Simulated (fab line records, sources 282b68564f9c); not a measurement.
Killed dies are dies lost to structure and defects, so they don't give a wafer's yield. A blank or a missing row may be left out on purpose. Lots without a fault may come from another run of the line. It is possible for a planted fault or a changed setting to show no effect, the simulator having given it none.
fab line records + flow ritCmos
record:
- lots: 6
- wafers: 18
- lastDay: 7
route steps=202 shown NSD@133 PSD@142
lots that met no fault: from a run of the same line without faults
startH: hours from the record's first day to the start of the lot's first wafer shown + waitH: hours from the lot's prior step to this one + " same as the row above + L1.1+2: one row covering several wafers at once + - no value, or no start given + * or withheld: withheld + < > ~ a bound
route shown NAME@n: names a module that has steps shown in the file, with the first one's number in the route + usual: mean/standard deviation of fault-free wafers + same: alike in all rows + chamber/n: place in a boat + sites: the reading at each site + _std_site: standard deviation across them + _edge_site: outer sites' mean less inner sites' + radiusMm: how far each site lies from the wafer's centre + mask NAME#n: copy n + behind: the last tool/chamber to shape the wafer + hold: why the lot was held/for how many hours/how that ended + device: the n, p or np transistor that did not switch + end of line: the tests these same wafers got at the end of their route + step lacking rows: just its recipe + killed: the dies lost at the first sort to structure and to defects; this is not the yield of the wafer + map: the dies of a wafer, with x for killed, . for not killed, _ for no die there
set.NAME: the setting that was run; set.NAME@STEP: the one run at that earlier step + model.NAME: the simulator's own value behind a step, which no gauge read
lots at selected steps of the route; one table per step, one row per wafer
services: from which hour (startH, from the record's first day; less than 0 if before it) a tool's chamber was out of use, for how many hours, and why
== steps ==
step: RIT_NSD_SOFTBAKE_02
recipe:
- resist: NOVOLAK
- tempC: 90
- timeS: 60
step: RIT_NSD_EXPOSE_03
recipe:
- maskId: M9
- na: 0.57
- targetCdNm: 40700
- doseMj: 250
step: RIT_NSD_PEB_04
recipe:
- resist: NOVOLAK
- tempC: withheld
- timeS: withheld
step: RIT_NSD_DEVELOP_05
recipe:
- resist: NOVOLAK
- developTimeS: 50
- devTempC: 23
step: RIT_NSD_OVL_MEAS_06
usual:
- NSD_OVL: -1.4/1.3
| lot.wafer | tool       | chamber | startH | waitH | NSD_OVL[nm] |
|-----------|------------|---------|--------|-------|-------------|
| L148.2    | overlay-01 | -       | 53.89  | -     | -1.5        |
| L148.4    | "          | -       | "      | "     | -1.2        |
| L148.5    | "          | -       | "      | "     | -1.6        |
| L153.2    | overlay-01 | -       | 78.39  | -     | -2.2        |
| L153.3    | "          | -       | "      | "     | -1.9        |
| L153.4    | "          | -       | "      | "     | -3.6        |
| L154.2    | overlay-01 | -       | 82.41  | -     | -3.7        |
| L154.3    | "          | -       | "      | "     | -4.7        |
| L154.6    | "          | -       | "      | "     | -2.9        |
| L164.3    | overlay-01 | -       | 133.98 | -     | -2.4        |
| L164.4    | "          | -       | "      | "     | -0.4        |
| L164.6    | "          | -       | "      | "     | -0.8        |
| L166.1    | overlay-02 | -       | 144.53 | -     | -1.0        |
| L166.2    | "          | -       | "      | "     | -1.4        |
| L166.3    | "          | -       | "      | "     | 0.6         |
| L169.1    | overlay-01 | -       | 163.78 | -     | -0.6        |
| L169.2    | "          | -       | "      | "     | 1.9         |
| L169.3    | "          | -       | "      | "     | -1.0        |
step: RIT_NSD_HARDBAKE_07
recipe:
- resist: NOVOLAK
- tempC: 140
- timeS: 60
step: RIT_NSD_IMPLANT_08
recipe:
- species: P
- energyKev: 25
- doseCm2: 1e+15
- tiltDeg: 7
step: RIT_NSD_STRIP_09
recipe:
- chemistry: O2
- timeS: 180
- resist: NOVOLAK
- platenTempC: withheld
- powerW: 500
- pressureMtorr: 4000
- o2FlowSccm: 4000
usual:
- drypumpMotorCurrentA: 5.7/0.43
- rfReflPowerW: 5.5/1.4
same:
- timeS: 180
| lot.wafer | tool           | chamber | startH | waitH | drypumpMotorCurrentA | rfHoursCounterH | rfReflPowerW |
|-----------|----------------|---------|--------|-------|----------------------|-----------------|--------------|
| L148.2    | plasmaAsher-04 | 1       | 54.22  | 0.1   | 6.0                  | 41              | 4.2          |
| L148.4    | "              | 0       | "      | "     | 5.3                  | -               | 5.3          |
| L148.5    | "              | 1       | "      | "     | 6.0                  | -               | 4.3          |
| L153.2    | plasmaAsher-04 | 1       | 78.72  | 0.1   | 6.0                  | 43              | 4.2          |
| L153.3    | "              | 0       | "      | "     | 5.3                  | -               | 5.2          |
| L153.4    | "              | 1       | "      | "     | 6.0                  | -               | 4.1          |
| L154.2    | plasmaAsher-04 | 0       | 82.74  | 0.1   | 5.3                  | 43              | 5.6          |
| L154.3    | "              | 0       | "      | "     | 5.3                  | -               | 5.8          |
| L154.6    | "              | 0       | "      | "     | 5.3                  | -               | 5.5          |
| L164.3    | plasmaAsher-01 | 0       | 134.37 | 0.1   | 6.2                  | -               | 6.2          |
| L164.4    | "              | 1       | "      | "     | 5.1                  | -               | 6.5          |
| L164.6    | "              | 0       | "      | "     | 6.1                  | -               | 6.0          |
| L166.1    | plasmaAsher-04 | 0       | 144.87 | 0.1   | 5.3                  | 51              | 5.6          |
| L166.2    | "              | 1       | "      | "     | 6.0                  | 51              | 4.0          |
| L166.3    | "              | 1       | "      | "     | 6.0                  | -               | 4.3          |
| L169.1    | plasmaAsher-01 | 1       | 164.12 | 0.1   | 5.1                  | 56              | 6.2          |
| L169.2    | "              | 0       | "      | "     | 6.1                  | 56              | 6.0          |
| L169.3    | "              | 0       | "      | "     | 6.1                  | -               | 5.9          |
step: RIT_NSD_TW_MEAS_10
usual:
- NSD_TW: 3117/15
| lot.wafer | tool         | chamber | startH | waitH | NSD_TW |
|-----------|--------------|---------|--------|-------|--------|
| L148.2    | filmMetro-02 | -       | 54.40  | 0.1   | 3097   |
| L148.4    | "            | -       | "      | "     | 3101   |
| L148.5    | "            | -       | "      | "     | 3119   |
| L153.2    | filmMetro-01 | -       | 78.90  | 0.1   | 3089   |
| L153.3    | "            | -       | "      | "     | 3102   |
| L153.4    | "            | -       | "      | "     | 3109   |
| L154.2    | filmMetro-02 | -       | 82.93  | 0.1   | 3117   |
| L154.3    | "            | -       | "      | "     | 3116   |
| L154.6    | "            | -       | "      | "     | 3106   |
| L164.3    | filmMetro-01 | -       | 134.50 | 0.1   | 3131   |
| L164.4    | "            | -       | "      | "     | 3123   |
| L164.6    | "            | -       | "      | "     | 3118   |
| L166.1    | filmMetro-02 | -       | 145.04 | 0.1   | 3156   |
| L166.2    | "            | -       | "      | "     | 3137   |
| L166.3    | "            | -       | "      | "     | 3140   |
| L169.1    | filmMetro-04 | -       | 164.30 | 0.1   | 3106   |
| L169.2    | "            | -       | "      | "     | 3105   |
| L169.3    | "            | -       | "      | "     | 3098   |
step: RIT_PSD_HMDS_00
recipe:
- primeTimeS: 60
- primeTempC: 140
step: RIT_PSD_COAT_01
recipe:
- resist: NOVOLAK
- spinRpm: 3250
- resistThkNm: 1000
step: RIT_PSD_SOFTBAKE_02
recipe:
- resist: NOVOLAK
- tempC: 90
- timeS: 60
step: RIT_PSD_EXPOSE_03
recipe:
- maskId: M10
- na: 0.57
- targetCdNm: 40900
- doseMj: 250
usual:
- exposureDoseMJCm2: 249.98/0.26
- focusOffsetNm: 0.0/0.54
| lot.wafer | tool            | chamber | startH | waitH | mask  | exposureDoseMJCm2 | focusOffsetNm |
|-----------|-----------------|---------|--------|-------|-------|-------------------|---------------|
| L148.2    | ilineStepper-02 | 0       | 54.92  | 0.1   | M10#0 | 250.04            | -0.8          |
| L148.4    | "               | 0       | "      | "     | M10#0 | 250.20            | -1.0          |
| L148.5    | "               | 0       | "      | "     | M10#0 | 249.90            | 0.0           |
| L153.2    | ilineStepper-02 | -       | 79.42  | 0.1   | M10#0 | -                 | -             |
| L153.3    | "               | -       | "      | "     | M10#0 | -                 | -             |
| L153.4    | "               | -       | "      | "     | M10#0 | -                 | -             |
| L154.2    | ilineStepper-02 | -       | 83.45  | 0.1   | M10#0 | -                 | -             |
| L154.3    | "               | -       | "      | "     | M10#0 | -                 | -             |
| L154.6    | "               | -       | "      | "     | M10#0 | -                 | -             |
| L164.3    | ilineStepper-02 | 0       | 135.16 | 0.2   | M10#0 | 249.88            | 0.0           |
| L164.4    | "               | 0       | "      | "     | M10#0 | 249.82            | 0.0           |
| L164.6    | "               | 0       | "      | "     | M10#0 | 250.27            | 0.0           |
| L166.1    | ilineStepper-01 | 0       | 145.55 | 0.1   | M10#0 | 249.61            | 0.1           |
| L166.2    | "               | 0       | "      | "     | M10#0 | 250.33            | -0.8          |
| L166.3    | "               | 0       | "      | "     | M10#0 | 249.94            | 0.5           |
| L169.1    | ilineStepper-01 | 0       | 164.81 | 0.1   | M10#0 | 250.14            | -1.1          |
| L169.2    | "               | 0       | "      | "     | M10#0 | 249.97            | 0.0           |
| L169.3    | "               | 0       | "      | "     | M10#0 | 250.27            | -0.4          |
step: RIT_PSD_PEB_04
recipe:
- resist: NOVOLAK
- tempC: withheld
- timeS: withheld
== services ==
| tool            | chamber | startH | hours | kind        |
|-----------------|---------|--------|-------|-------------|
| ilineStepper-01 | -       | 35.95  | 1.7   | pm          |
| ilineStepper-02 | 0       | 58.50  | -     | calibration |
| plasmaAsher-04  | -       | 66.74  | 3.4   | repair      |
| ilineStepper-01 | -       | 90.75  | 4.4   | pm          |
| ilineStepper-02 | -       | 97.09  | 1.7   | pm          |
| plasmaAsher-04  | -       | 155.19 | 0.7   | repair      |
== key ==
firstSign:
- step: RIT_PSD_EXPOSE_03
- reading: toolRecord
- direction: missing
effect none on later readings
metAt RIT_PSD_EXPOSE_03
struckWafers L153.2,L153.3,L153.4,L154.2,L154.3,L154.6
sortLeftOut L153.2,L153.3,L153.4,L154.2,L154.3,L154.6
testerLeftOut L153,L154
onsetBetween 54.92 79.42
fault:
- kind: skippedStepWhole
- tool: ilineStepper-02
- chamber: -
- onsetH: 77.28
- steps: RIT_PSD_EXPOSE_03
- scope: struckLotsOnly
testerLeftOut: of these lots the tester's yield and bins aren't shown, on N5 and GAA mostly nor the transistor test; their killed dies are dies lost to structure and defects alone, not to doping, threshold or leakage, so they don't give the yield
sortLeftOut: the simulated sort isn't trusted on such a fault, so these wafers' sort isn't shown, and their yield isn't known
